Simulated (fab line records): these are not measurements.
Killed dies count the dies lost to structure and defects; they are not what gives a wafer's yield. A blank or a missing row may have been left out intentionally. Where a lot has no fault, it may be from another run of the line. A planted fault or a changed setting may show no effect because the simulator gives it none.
Which of the tools did it? / flow rit-cmos / 7 lots with 21 wafers sampled at 2 steps, on a route of 202 steps

## WHAT THE GAUGES READ, wafer by wafer
RIT_PRETRO_TW_MEAS_10.
lot=L663; measured=day 2 13:16; on=film-metro-04; PRETRO_TW=476 474 475
lot=L666; measured=day 3 03:34; on=film-metro-01; PRETRO_TW=481 479 482
lot=L669; measured=day 3 18:50; on=film-metro-01; PRETRO_TW=482 480 479
lot=L672; measured=day 4 09:34; on=film-metro-04; PRETRO_TW=468 470 469
lot=L676; measured=day 5 07:03; on=film-metro-01; PRETRO_TW=480 481 482
lot=L681; measured=day 6 06:53; on=film-metro-01; PRETRO_TW=491 492 492
lot=L685; measured=day 7 03:32; on=film-metro-04; PRETRO_TW=473 470 475

## TOOL THAT RAN EACH LOT (tool first, then ch and the chambers of the sampled wafers, then the start)
lot=L663; RIT_PRETRO_IMPLANT_08=implanter-01 ch 0, day 2 12:56
lot=L666; RIT_PRETRO_IMPLANT_08=implanter-01 ch 0, day 3 03:16
lot=L669; RIT_PRETRO_IMPLANT_08=implanter-01 ch 0, day 3 18:30
lot=L672; RIT_PRETRO_IMPLANT_08=implanter-01 ch 0, day 4 09:16
lot=L676; RIT_PRETRO_IMPLANT_08=implanter-03 ch 0, day 5 06:45
lot=L681; RIT_PRETRO_IMPLANT_08=implanter-03 ch 0, day 6 06:34
lot=L685; RIT_PRETRO_IMPLANT_08=implanter-02 ch 0, day 7 03:14
- RIT_PRETRO_IMPLANT_08

## THE ANSWER, worked out from the rows above alone
Rule: usual is defined by the lots themselves. Put in order of their means at a reading, lots are off if they are a third of the lots or fewer, leave a main group of 4 or more, and stand apart from it by a gap of 3 or more times the standard deviation of the main group's means; of several such gaps the widest counts. A main group whose means are all the same, to the digits that the tables above print for the reading, isn't used. A lot without any number at a reading at which 4 lots or more have one is off too. Where the step has rows for the other lots, those lots are counted as sound.
No lot is off at any reading shown: from this, nothing can be told.

## WHAT THE SIMULATOR PUT IN
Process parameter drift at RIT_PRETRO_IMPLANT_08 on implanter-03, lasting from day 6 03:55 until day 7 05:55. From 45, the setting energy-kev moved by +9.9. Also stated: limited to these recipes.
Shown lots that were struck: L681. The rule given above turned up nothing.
